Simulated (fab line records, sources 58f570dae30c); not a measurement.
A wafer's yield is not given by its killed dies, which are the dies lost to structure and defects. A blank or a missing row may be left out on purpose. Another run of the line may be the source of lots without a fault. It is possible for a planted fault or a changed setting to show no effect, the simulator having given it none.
Problem report in the 8D (eight disciplines) form, filled by code / flow berkeley cmos170 / the parts of the form that need people (team, actions taken, sign-off) are left out

## 1. PROBLEM STATEMENT
run length s at UCB170_NWELL_ETCH_13 reads a mean of 85.9 s on 3 wafers of 2 lots; wafers without a fault read 182.2 s with a standard deviation of 0.43. That is -99 or more standard deviations from the usual mean.
The step: etches Si3N4 in CH3F/Ar/O2, stops on SiO2, target depth 246.4 nm, time 154 s.
The first sign was on wafer L340.2 at day 5 01:59, on rie diel-04. The record has a number at this step for 42 wafers belonging to 14 lots. Rule for "out" (also "out of limits"): further than 4 standard deviations from the usual mean. Any other wafer with a number is counted as sound.

## 2. WHAT THIS IS AND IS NOT
question=which readings at this step | is=run length s, oes product au | is not=drypump motor current A, throttle valve pct
question=which lots | is=L340, L342 | is not=L327, L328, L329, L330, L331, L332, L333, L338, L345, L346, L347, L348
question=which wafers of those lots | is=L340.2, L342.1, L342.5 | is not=L340.1, L340.4, L342.2
question=read on which tools | is=rie diel-04 | is not=rie diel-01, rie diel-03
question=when | is=from day 5 01:59 | is not=up to then (26 sound wafers); but 13 sound wafers of L342, L345, L346, L347, L348 came after

## 3. SUSPECTS, AND WHAT RULES EACH OUT
Counting: any tool at a process step up to the reading remains a suspect provided it ran every lot that is out. Sound lots after the first of them don't rule it out here, since some wafers of a struck lot are sound.
- rie diel-04 at UCB170_NWELL_ETCH_13 (etches Si3N4 in CH3F/Ar/O2, stops on SiO2, target depth 246.4 nm, time 154 s): kept. It processed each lot that is out (first: L340, day 5 01:59); up to then, its last sound lot is L330 (day 2 19:37). Its own readings are out on those wafers: oes product au, run length s.
- In rie diel-04 at UCB170_NWELL_ETCH_13, the wafers that are out were processed in chamber 1 and their sound lot-mates in chambers 0, 2, 3.
The count leaves rie diel-04 at UCB170_NWELL_ETCH_13.

## 4. THE CAUSE (what the simulator had put in)
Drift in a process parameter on rie diel-04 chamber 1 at UCB170_NWELL_ETCH_13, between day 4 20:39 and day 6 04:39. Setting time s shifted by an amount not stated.
Only this tool survived the counting.

## 5. THE EFFECT CHAIN, in route order
Each row: a reading where the mean over the struck wafers with a number is more than 3 standard deviations away from the usual. Scope: only readings with a usual standard deviation given in the record; hours: median across lots of the time from each lot's start at the first step in this table that gives one to its start at this step; sigmas: change in usual standard deviations.
hours=0; step=UCB170_NWELL_ETCH_13; reading=oes product au; usual=0.947 a.u.; on struck wafers=1.029; change=+0.082; sigmas=+5.5
hours=0; step=UCB170_NWELL_ETCH_13; reading=run length s; usual=182.2 s; on struck wafers=85.9; change=-96.3; sigmas=-99 or more
hours=0; step=UCB170_NWELL_STRIP_15; reading=strip time to endpoint s; usual=18.02 s; on struck wafers=20.47; change=+2.45; sigmas=+33
The process steps in it:
- UCB170_NWELL_ETCH_13: etches Si3N4 in CH3F/Ar/O2, stops on SiO2, target depth 246.4 nm, time 154 s.
- UCB170_NWELL_STRIP_15: strips in O2.

## 6. HOW IT WOULD HAVE BEEN CAUGHT EARLIER
In this record no reading fell out of limits until day 5 01:59, 5 hours after the fault had begun at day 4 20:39.
